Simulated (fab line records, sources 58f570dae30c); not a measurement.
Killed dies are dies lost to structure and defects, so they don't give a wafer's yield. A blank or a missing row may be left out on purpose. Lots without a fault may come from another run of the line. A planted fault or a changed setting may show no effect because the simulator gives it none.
One fault seen from 2 desks | flow berkeley_cmos170 | each desk has only its own numbers; what lay behind them comes last

THE METROLOGY DESK
What the gauges read, lot by lot, whatever tool the lot ran on: means of the sampled wafers that have a number. A lot is out of limits, marked OUT, if its mean lies more than 4 standard deviations from the usual mean; the brackets give that distance.
Columns: A = PWELL_NITRIDE_THK at UCB170_PWELL_THK_MEAS_06, usual 220.4 nm; B = FIELD_OXIDE_LEFT_1_THK at UCB170_FIELD_THK_MEAS_90, usual 441 nm; C = FIELD_OXIDE_LEFT_2_THK at UCB170_FIELD_THK_MEAS_91, usual 353 nm; D = cd_nm at UCB170_M1_CD_MEAS_09, usual 699.5 nm
lot  | first seen here | A     | B   | C              | D
L684 | day 3 15:37     | 218.8 | 441 | 354            | 699.4
L686 | day 3 15:38     | 222.3 | 441 | 354            | 699.1
L687 | day 3 15:41     | 220.9 | 434 | 346            | 701.2
L689 | day 4 16:48     | 220.3 | 448 | 360            | 699.2
L692 | day 5 05:23     | 218.2 | 435 | 350            | 696.3
L693 | day 5 05:24     | 222.8 | 428 | 342            | 698.6
L696 | day 5 20:00     | 221.8 | 436 | 348            | 697.2
L695 | day 5 20:01     | 221.0 | 438 | 351            | 698.2
L699 | day 6 20:01     | 219.1 | 479 | 392 (+4.0) OUT | -
L700 | day 6 20:03     | 218.6 | 477 | 390            | -
L701 | day 7 00:15     | 219.1 | 447 | 360            | -
L703 | day 7 15:41     | 220.2 | 445 | 359            | 700.0
L705 | day 7 23:16     | 217.9 | 447 | 360            | 698.7
L706 | day 7 23:16     | 219.1 | 443 | 355            | 700.2
L707 | day 8 06:43     | 220.4 | 442 | 355            | 701.8
This desk's finding: out of limits on L699; first on L699, day 10 03:05 (FIELD_OXIDE_LEFT_2_THK at UCB170_FIELD_THK_MEAS_91). In limits: L684, L686, L687, L689, L692, L693, L696, L695, L700, L701, L703, L705, L706, L707.

THE TOOL OWNER'S DESK: wet_bench-04
The tool's own readings at UCB170_FIELD_WET_ETCH_05 (etches Si3N4 in H3PO4, time 12600 s): means of the sampled wafers that have a number, for each lot that ran on this tool. A lot is out of limits, marked OUT, if its mean lies more than 4 standard deviations from the usual mean; the brackets give that distance.
Columns: A = bath_guard_temp_C at UCB170_FIELD_WET_ETCH_05, usual 160.34 C; B = bath_heat_duty_pct at UCB170_FIELD_WET_ETCH_05, usual 26.6 %
lot  | first seen here | A      | B
L696 | day 7 22:43     | 159.34 | 26.8
L695 | day 8 05:08     | 160.34 | 26.0
This desk's finding: nothing out of limits on any of the 2 lots.

PUT TOGETHER
The metrology desk could have raised an alarm at day 10 03:05, on L699.
The tool owner's desk saw nothing out of limits.
The tool owner's desk has no number on record for L699.
Of the lots named, all ran UCB170_FIELD_WET_ETCH_05 on wet_bench-04.

WHAT THE SIMULATOR HAD PUT IN
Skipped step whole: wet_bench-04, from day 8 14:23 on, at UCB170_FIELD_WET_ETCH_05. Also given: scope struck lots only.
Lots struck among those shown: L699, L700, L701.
Hours from the fault's start to each desk's first reading out of limits: the metrology desk, 37.
